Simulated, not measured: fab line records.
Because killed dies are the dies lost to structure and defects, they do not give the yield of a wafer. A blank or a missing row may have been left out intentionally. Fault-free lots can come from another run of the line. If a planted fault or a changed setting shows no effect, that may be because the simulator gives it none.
Matching of chambers | flow berkeley-cmos170 | rie-diel-01 running UCB170_PWELL_ETCH_14: 4 sister chambers
The step etches Si3N4 in CH3F/Ar/O2, stops on SiO2, target depth 242 nm, time 151 s. 14 wafers are shown with their chamber, then 7 later ones without.

EACH WAFER AND ITS CHAMBER
wafer  | chamber | drypump-motor-current-A (A) | throttle-valve-pct (%) | oes-product-au (a.u.)
L462.4 | 0       | 5.7                         | 8.01                   | 0.955
L462.5 | 2       | 5.2                         | 8.07                   | 0.961
L462.6 | 3       | 6.0                         | 8.14                   | 0.948
L466.2 | 0       | 5.7                         | 8.00                   | 0.944
L466.3 | 3       | 6.0                         | 8.15                   | 0.946
L466.5 | 0       | 5.7                         | 8.00                   | 0.947
L469.1 | 1       | 5.2                         | 8.02                   | 0.936
L469.4 | 0       | 5.7                         | 8.00                   | 0.954
L469.6 | 3       | 6.0                         | 8.15                   | 0.955
L473.1 | 1       | 5.2                         | 8.01                   | 0.934
L473.4 | 2       | 5.1                         | 8.05                   | 0.970
L473.6 | 1       | 5.2                         | 8.01                   | 0.928
L475.1 | 0       | 5.7                         | 7.99                   | 0.933
L475.4 | 1       | 5.2                         | 8.01                   | 0.932

SIGNATURES (means of the wafers above)
reading                 | chamber 0 | chamber 1 | chamber 2 | chamber 3 | scatter within a chamber
drypump-motor-current-A | 5.700     | 5.200     | 5.150     | 6.000     | 0.0224
throttle-valve-pct      | 8.0000    | 8.0125    | 8.0600    | 8.1467    | 0.00736
oes-product-au          | 0.94660   | 0.93250   | 0.96550   | 0.94967   | 0.00661
Rule: for each reading, subtract the chamber's mean from the wafer's reading, divide by that reading's scatter and square the result; add these up over the readings and take the root, which gives the wafer's distance from the chamber. If the next closest chamber is less than 2 further off than the closest, the wafer can't be placed; otherwise it belongs to the closest. The scatter is the square root of a quotient: the sum, over the shown wafers, of each reading's squared deviation from its chamber's mean, divided by wafers minus chambers.

WAFERS WHOSE CHAMBER IS MISSING
wafer  | drypump-motor-current-A (A) | throttle-valve-pct (%) | oes-product-au (a.u.)
L475.5 | 5.2                         | 8.05                   | 0.969
L477.2 | 6.0                         | 8.12                   | 0.951
L477.4 | 5.2                         | 8.07                   | 0.956
L477.6 | 5.2                         | 8.03                   | 0.940
L479.1 | 5.2                         | 8.02                   | 0.930
L479.2 | 5.2                         | 8.04                   | 0.968
L479.4 | 6.0                         | 8.12                   | 0.953

WHICH CHAMBER EACH WENT THROUGH
wafer  | from the rows above | in truth
L475.5 | 2                   | 2
L477.2 | 3                   | 3
L477.4 | 2                   | 2
L477.6 | 1                   | 1
L479.1 | 1                   | 1
L479.2 | 2                   | 2
L479.4 | 3                   | 3
7 of 7 placed correctly. Not placeable from these rows: 0. Wrongly placed: 0.
